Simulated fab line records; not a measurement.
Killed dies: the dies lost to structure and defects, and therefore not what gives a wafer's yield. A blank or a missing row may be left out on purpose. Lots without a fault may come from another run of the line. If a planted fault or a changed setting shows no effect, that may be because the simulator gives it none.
Comparing a struck lot with a sound one -- flow rit_cmos -- 43 out of 202 route steps
Sound: these wafers, L322.2, L322.3, L322.6. Wafers L335.3, L335.4, L335.6 were the ones struck. At the end, the cause is stated.
Each step with rows lists, per side, the tool, then ch with its chambers, then its first start. Under that, the readings that differ: sound wafers -- struck wafers -- difference of the means -- sigmas: that difference in standard deviations of wafers without a fault.
alike: words and numbers the same on both sides, and readings whose means are apart by under 2 such deviations; not compared: readings that were withheld, readings missing a value for some wafer, numbers with overlapping values and no deviation given by the record, and bounds like >300 which may hide the same value.
Wherever a step has rows on one side only, a row that says differs or no value, or a row with sigmas, the two part there. Numbers that have no deviation but don't overlap get no sigmas and don't part them. A reading missing from all wafers of one side parts the sides only when that side holds two or more wafers.

first, 2 steps without rows for these wafers: RIT_NSD_IMPLANT_08; RIT_NSD_STRIP_09 (strips in O2, time 180 s).
RIT_NSD_TW_MEAS_10:
  sound: film_metro-03 at day 3 10:16; struck: film_metro-03 at day 6 05:37
  alike: NSD_TW
then, 6 steps without rows for these wafers: RIT_PSD_HMDS_00 (prime time 60 s); RIT_PSD_COAT_01 (resist thk 1000 nm); RIT_PSD_SOFTBAKE_02 (time 60 s); RIT_PSD_EXPOSE_03 (exposes mask M10, target cd 40900 nm); RIT_PSD_PEB_04; RIT_PSD_DEVELOP_05 (develop time 50 s).
RIT_PSD_OVL_MEAS_06:
  sound: overlay-01 at day 3 11:18; struck: overlay-01 at day 6 06:41
  alike: PSD_OVL
then, 2 steps without rows for these wafers: RIT_PSD_HARDBAKE_07 (time 60 s); RIT_PSD_IMPLANT_08.
RIT_PSD_STRIP_09: strips in O2, time 180 s.
  sound on plasma_asher-01 ch 0,1, day 3 11:38; struck on plasma_asher-01 ch 0,1, day 6 07:04
  alike: drypump_motor_current_A
  not compared: rf_hours_counter_h
RIT_PSD_TW_MEAS_10:
  sound: film_metro-03 at day 3 11:49; struck: film_metro-02 at day 6 07:12
  alike: PSD_TW
then, 4 steps without rows for these wafers: RIT_SDANNEAL_CLEAN_00 (cleans in SC1, time 600 s); RIT_SDANNEAL_CLEAN_01 (cleans in dHF, time 30 s); RIT_SDANNEAL_CLEAN_02 (cleans in SC2, time 600 s); RIT_SDANNEAL_RTA_03 (time 5 s).
RIT_SDANNEAL_RS_MEAS_04: measures by four-point-probe.
  sound: film_metro-02 at day 3 12:20; struck: film_metro-02 at day 6 07:42
reading,sound,struck,difference,sigmas
PSD_RS (ohm/sq),115.9 115.6 115.4,116.2 116.7 116.4,+0.8,+3
RIT_SDANNEAL_RS_MEAS_05: measures by four-point-probe.
  sound: film_metro-02 at day 3 12:27; struck: film_metro-02 at day 6 07:49
  alike: NSD_RS
RIT_SDANNEAL_RS_MEAS_06: measures by four-point-probe.
  sound: film_metro-02 at day 3 12:34; struck: film_metro-02 at day 6 07:56
reading,sound,struck,difference,sigmas
PLDD_RS (ohm/sq),178.4 178.1 178.0,179.1 179.4 179.0,+1.0,+2
RIT_SDANNEAL_RS_MEAS_07: measures by four-point-probe.
  sound: film_metro-02 at day 3 12:41; struck: film_metro-02 at day 6 08:04
  alike: NLDD_RS
then, 1 step without rows for these wafers: RIT_SILICIDE_WET_ETCH_00 (etches SiO2 in BOE, target depth 14 nm, time 15 s).
RIT_SILICIDE_SPUTTER_01: material Ti, target thk 30 nm, time 240 s.
  sound: pvd_sputter-02 at day 3 12:48; struck: pvd_sputter-02 at day 6 08:09
  alike: throttle_valve_pct
RIT_SILICIDE_RS_MEAS_02: measures by four-point-probe.
  sound: film_metro-04 at day 3 12:58; struck: film_metro-01 at day 6 08:20
  alike: SILICIDE_TI_RS
RIT_SILICIDE_THK_MEAS_03: measures by xrf.
  sound: film_metro-04 at day 3 13:05; struck: film_metro-01 at day 6 08:26
  alike: SILICIDE_TI_THK
then, 2 steps without rows for these wafers: RIT_SILICIDE_RTA_04 (time 10 s, ramp up 5 s, ramp down 5 s); RIT_SILICIDE_WET_ETCH_05 (etches Ti in SPM, time 120 s).
RIT_SILICIDE_RTA_06: time 10 s, ramp up 5 s, ramp down 10 s.
  sound on rtp_anneal-01 ch 0, day 3 13:15; struck on rtp_anneal-02 ch 0, day 6 08:37
  alike: wafer_temp_C_max
RIT_CONTACT_CVD_00: deposits SiO2 from TEOS, target thk 400 nm, time 61 s.
  sound on pecvd-03 ch 0,2, day 3 13:19; struck on pecvd-02 ch 0,1, day 6 08:40
  alike: heater_power_w
RIT_CONTACT_THK_MEAS_01:
  sound: film_metro-04 at day 3 13:22; struck: film_metro-03 at day 6 08:44
  alike: CONTACT_TEOS_THK
then, 6 steps without rows for these wafers: RIT_CONTACT_HMDS_02 (prime time 60 s); RIT_CONTACT_COAT_03 (resist thk 1000 nm); RIT_CONTACT_SOFTBAKE_04 (time 60 s); RIT_CONTACT_EXPOSE_05 (exposes mask M11, target cd 1000 nm); RIT_CONTACT_PEB_06; RIT_CONTACT_DEVELOP_07 (develop time 123.9 s).
RIT_CONTACT_CD_MEAS_08: target cd 1000 nm.
  sound: cd_sem-02 at day 3 14:24; struck: cd_sem-01 at day 6 09:54
  alike: cd_nm
RIT_CONTACT_OVL_MEAS_09:
  sound: overlay-01 at day 3 14:31; struck: overlay-01 at day 6 09:59
  alike: CONTACT_OVL
then, 1 step without rows for these wafers: RIT_CONTACT_HARDBAKE_10 (time 60 s).
RIT_CONTACT_ETCH_11: etches SiO2 in CHF3/CF4/Ar, stops on TiSi2, target depth 480 nm, time 320 s.
  sound on rie_diel-03 ch 0,1,2, day 3 14:41; struck on rie_diel-03 ch 0,1,2, day 6 10:10
  alike: cf4_flow_sccm, drypump_motor_current_A, oes_product_au, throttle_valve_pct
  not compared: rf_hours_counter_h
RIT_CONTACT_STRIP_12: strips in O2, time 180 s.
  sound on plasma_asher-04 ch 0, day 3 14:53; struck on plasma_asher-01 ch 0,1, day 6 10:25
  alike: drypump_motor_current_A
  not compared: rf_hours_counter_h
RIT_M1_PROBE_99:
  sound: prober-02 at day 3 19:43; struck: prober-01 at day 6 15:07
reading,sound,struck,difference,sigmas
killed_at_front_end,3 7 8,36 35 37,+30,+10
killed_dies,3 8 8,36 35 37,+30,+10
  alike: killed_at_contacts, killed_open, killed_short

## WHERE THEY PART
Earliest at RIT_SDANNEAL_RS_MEAS_04; latest, in this record, at RIT_M1_PROBE_99.

WHY: what the simulator had put in
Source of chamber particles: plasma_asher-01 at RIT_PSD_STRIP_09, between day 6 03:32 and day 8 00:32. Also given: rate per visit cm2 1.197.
